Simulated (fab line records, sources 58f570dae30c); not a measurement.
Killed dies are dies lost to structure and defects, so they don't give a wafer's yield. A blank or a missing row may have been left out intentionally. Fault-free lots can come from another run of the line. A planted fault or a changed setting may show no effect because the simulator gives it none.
What tool caused it? :: flow berkeley_cmos170 :: 13 lots, 37 wafers sampled, at 4 steps of a route of 331

== WHAT EACH GAUGE READ, for each wafer ==
UCB170_CONTACT_OVL_MEAS_16.
lot: L660
measured: day 8 16:53
on: overlay-01
CONTACT_OVL (nm): 6 2 7

lot: L659
measured: day 8 17:14
on: overlay-01
CONTACT_OVL (nm): 7 -2 4

lot: L661
measured: day 8 17:32
on: overlay-02
CONTACT_OVL (nm): 9 11 9

lot: L662
measured: day 8 23:34
on: overlay-01
CONTACT_OVL (nm): 0 -1 -2

lot: L664
measured: day 9 17:58
on: overlay-01
CONTACT_OVL (nm): 12

lot: L669
measured: day 10 16:37
on: overlay-02
CONTACT_OVL (nm): -4 -8 -11

lot: L670
measured: day 10 22:56
on: overlay-01
CONTACT_OVL (nm): 6 3 -1

lot: L673
measured: day 11 06:46
on: overlay-02
CONTACT_OVL (nm): -2 -7 -3

lot: L674
measured: day 11 15:32
on: overlay-01
CONTACT_OVL (nm): -4 -1 -4

lot: L677
measured: day 12 08:47
on: overlay-02
CONTACT_OVL (nm): 4 -2 1

lot: L681
measured: day 12 16:00
on: overlay-02
CONTACT_OVL (nm): -3 -13 -3

lot: L679
measured: day 12 17:01
on: overlay-01
CONTACT_OVL (nm): -9 3 0

lot: L680
measured: day 12 20:03
on: overlay-01
CONTACT_OVL (nm): 0 2 6

UCB170_V1_THK_MEAS_04.
lot: L660
measured: day 8 21:06
on: film_metro-04
V1_POLISHED_THK (nm): 1000.1 1000.9 1000.2

lot: L659
measured: day 8 22:26
on: film_metro-03
V1_POLISHED_THK (nm): 1001.6 1001.2 1000.4

lot: L661
measured: day 8 22:43
on: film_metro-03
V1_POLISHED_THK (nm): 1003.2 999.7 999.8

lot: L662
measured: day 9 04:59
on: film_metro-03
V1_POLISHED_THK (nm): 1000.0 1353.4 1364.0

lot: L664
measured: day 9 22:13
on: film_metro-03
V1_POLISHED_THK (nm): 1360.7

lot: L669
measured: day 11 02:36
on: film_metro-01
V1_POLISHED_THK (nm): 997.9 997.8 998.4

lot: L670
measured: day 11 03:56
on: film_metro-03
V1_POLISHED_THK (nm): 1000.7 1001.8 998.6

lot: L673
measured: day 11 11:27
on: film_metro-03
V1_POLISHED_THK (nm): 1000.6 1000.8 1000.1

lot: L674
measured: day 11 19:55
on: film_metro-01
V1_POLISHED_THK (nm): 1000.8 1001.4 1000.6

lot: L677
measured: day 12 13:11
on: film_metro-04
V1_POLISHED_THK (nm): 1002.4 1000.4 1001.5

lot: L681
measured: day 12 20:48
on: film_metro-04
V1_POLISHED_THK (nm): 998.4 999.3 999.1

lot: L679
measured: day 12 22:30
on: film_metro-04
V1_POLISHED_THK (nm): 1001.7 1000.0 1001.7

lot: L680
measured: day 13 01:35
on: film_metro-01
V1_POLISHED_THK (nm): 1000.4 999.0 1001.3

== WHICH TOOL RAN EACH LOT (tool, then ch and the chambers of the sampled wafers, then the start) ==
lot: L660
UCB170_M1_ETCH_11: rie_diel-01 ch 0,1,2, day 8 18:43
UCB170_V1_CMP_02: cmp-01 ch 1,2, day 8 20:40

lot: L659
UCB170_M1_ETCH_11: rie_diel-02 ch 0,3, day 8 19:16
UCB170_V1_CMP_02: cmp-02 ch 1,2,3, day 8 22:08

lot: L661
UCB170_M1_ETCH_11: rie_diel-01 ch 0,1, day 8 19:31
UCB170_V1_CMP_02: cmp-02 ch 1,2,3, day 8 22:17

lot: L662
UCB170_M1_ETCH_11: rie_diel-04 ch 1,2, day 9 01:31
UCB170_V1_CMP_02: cmp-02 ch 1,3, day 9 04:35

lot: L664
UCB170_M1_ETCH_11: rie_diel-04 ch 1, day 9 19:49
UCB170_V1_CMP_02: cmp-02 ch 1, day 9 21:57

lot: L669
UCB170_M1_ETCH_11: rie_diel-04 ch 1,3, day 10 19:03
UCB170_V1_CMP_02: cmp-01 ch 0,3, day 11 02:10

lot: L670
UCB170_M1_ETCH_11: rie_diel-04 ch 1,3, day 11 01:32
UCB170_V1_CMP_02: cmp-01 ch 0,1,3, day 11 03:31

lot: L673
UCB170_M1_ETCH_11: rie_diel-04 ch 2,3, day 11 09:02
UCB170_V1_CMP_02: cmp-01 ch 0,2, day 11 11:04

lot: L674
UCB170_M1_ETCH_11: rie_diel-04 ch 1,2,3, day 11 17:33
UCB170_V1_CMP_02: cmp-01 ch 0,2,3, day 11 19:29

lot: L677
UCB170_M1_ETCH_11: rie_diel-01 ch 0,3, day 12 10:46
UCB170_V1_CMP_02: cmp-01 ch 0,2,3, day 12 12:45

lot: L681
UCB170_M1_ETCH_11: rie_diel-02 ch 0,2, day 12 18:22
UCB170_V1_CMP_02: cmp-01 ch 0,1, day 12 20:22

lot: L679
UCB170_M1_ETCH_11: rie_diel-04 ch 0,1,2, day 12 19:50
UCB170_V1_CMP_02: cmp-01 ch 1,3, day 12 22:05

lot: L680
UCB170_M1_ETCH_11: rie_diel-02 ch 1,2,3, day 12 22:26
UCB170_V1_CMP_02: cmp-01 ch 1,2,3, day 13 01:13
- UCB170_M1_ETCH_11: etches BARC in N2/H2.
- UCB170_V1_CMP_02: polishes SiO2.

== WHAT THE TOOLS THEMSELVES READ (means of the sampled wafers that have a number; where no wafer has one, the mark that the record gives instead) ==
UCB170_M1_ETCH_11.
lot: L660
tool: rie_diel-01
drypump_motor_current_A (A): 5.6
oes_product_au (a.u.): 0.991
throttle_valve_pct (%): 13.40

lot: L659
tool: rie_diel-02
drypump_motor_current_A (A): 5.9
oes_product_au (a.u.): 0.988
throttle_valve_pct (%): 13.37

lot: L661
tool: rie_diel-01
drypump_motor_current_A (A): 5.7
oes_product_au (a.u.): 0.997
throttle_valve_pct (%): 13.45

lot: L662
tool: rie_diel-04
drypump_motor_current_A (A): 5.7
oes_product_au (a.u.): 0.952
throttle_valve_pct (%): 13.28

lot: L664
tool: rie_diel-04
drypump_motor_current_A (A): 5.8
oes_product_au (a.u.): 0.936
throttle_valve_pct (%): 13.25

lot: L669
tool: rie_diel-04
drypump_motor_current_A (A): 5.9
oes_product_au (a.u.): 0.958
throttle_valve_pct (%): 13.27

lot: L670
tool: rie_diel-04
drypump_motor_current_A (A): 5.9
oes_product_au (a.u.): 0.968
throttle_valve_pct (%): 13.29

lot: L673
tool: rie_diel-04
drypump_motor_current_A (A): 5.7
oes_product_au (a.u.): 0.990
throttle_valve_pct (%): 13.34

lot: L674
tool: rie_diel-04
drypump_motor_current_A (A): 5.8
oes_product_au (a.u.): 0.972
throttle_valve_pct (%): 13.32

lot: L677
tool: rie_diel-01
drypump_motor_current_A (A): 6.1
oes_product_au (a.u.): 1.008
throttle_valve_pct (%): 13.40

lot: L681
tool: rie_diel-02
drypump_motor_current_A (A): 5.9
oes_product_au (a.u.): 1.006
throttle_valve_pct (%): 13.40

lot: L679
tool: rie_diel-04
drypump_motor_current_A (A): 5.7
oes_product_au (a.u.): 0.985
throttle_valve_pct (%): 13.14

lot: L680
tool: rie_diel-02
drypump_motor_current_A (A): 6.3
oes_product_au (a.u.): 1.001
throttle_valve_pct (%): 13.43

UCB170_V1_CMP_02.
lot: L660
tool: cmp-01
motor_current_A (A): 16.3
slurry_filter_dp_kPa (kPa): 13.47

lot: L659
tool: cmp-02
motor_current_A (A): 16.9
slurry_filter_dp_kPa (kPa): 13.42

lot: L661
tool: cmp-02
motor_current_A (A): 17.5
slurry_filter_dp_kPa (kPa): 13.53

lot: L662
tool: cmp-02
motor_current_A (A): 17.3
slurry_filter_dp_kPa (kPa): 13.54

lot: L664
tool: cmp-02
motor_current_A (A): 17.5
slurry_filter_dp_kPa (kPa): 13.42

lot: L669
tool: cmp-01
motor_current_A (A): 16.7
slurry_filter_dp_kPa (kPa): 13.44

lot: L670
tool: cmp-01
motor_current_A (A): 16.4
slurry_filter_dp_kPa (kPa): 13.51

lot: L673
tool: cmp-01
motor_current_A (A): 16.9
slurry_filter_dp_kPa (kPa): 13.58

lot: L674
tool: cmp-01
motor_current_A (A): 16.4
slurry_filter_dp_kPa (kPa): 13.46

lot: L677
tool: cmp-01
motor_current_A (A): 16.6
slurry_filter_dp_kPa (kPa): 13.48

lot: L681
tool: cmp-01
motor_current_A (A): 16.4
slurry_filter_dp_kPa (kPa): 13.44

lot: L679
tool: cmp-01
motor_current_A (A): 16.7
slurry_filter_dp_kPa (kPa): 13.46

lot: L680
tool: cmp-01
motor_current_A (A): 16.7
slurry_filter_dp_kPa (kPa): 13.42

== THE ANSWER, worked out from the rows above alone ==
Rule: the lots themselves supply what counts as usual. The widest of any qualifying gaps counts: lots, ordered by their means at a reading, are off when they make up no more than a third of the lots, leave a main group of 4 or more, and stand apart from it by 3 or more times the standard deviation of that group's means. A main group is skipped when, at the precision printed for the reading in the tables above, its means are all equal. Also off: a lot with no number at a reading for which 4 or more lots have one. The other lots that the step has rows for count as sound. After the gauges, taken in route order, come the tools' own readings; for these a lot's mean is taken, as printed above. The first step at which some lot is off is used, and at that step the reading that is off furthest; a lot without a number counts as furthest.
Off: L662, L664, seen at UCB170_V1_THK_MEAS_04 (V1_POLISHED_THK). Main group: mean 1000.4 nm, sd 0.97.
If a tool, at a process step before that reading, ran all the lots that are off and no sound lot after the first of them, it fits. The gauges at UCB170_V1_THK_MEAS_04 are tried like those tools. One candidate fits, namely cmp-02 at UCB170_V1_CMP_02. Its last sound lot is L661 (day 8 22:17), its first lot that is off L662 (day 9 04:35): a fault that began between those two fits.

== WHAT THE SIMULATOR HAD INSERTED ==
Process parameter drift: cmp-02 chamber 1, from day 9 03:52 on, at UCB170_V1_CMP_02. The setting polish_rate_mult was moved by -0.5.
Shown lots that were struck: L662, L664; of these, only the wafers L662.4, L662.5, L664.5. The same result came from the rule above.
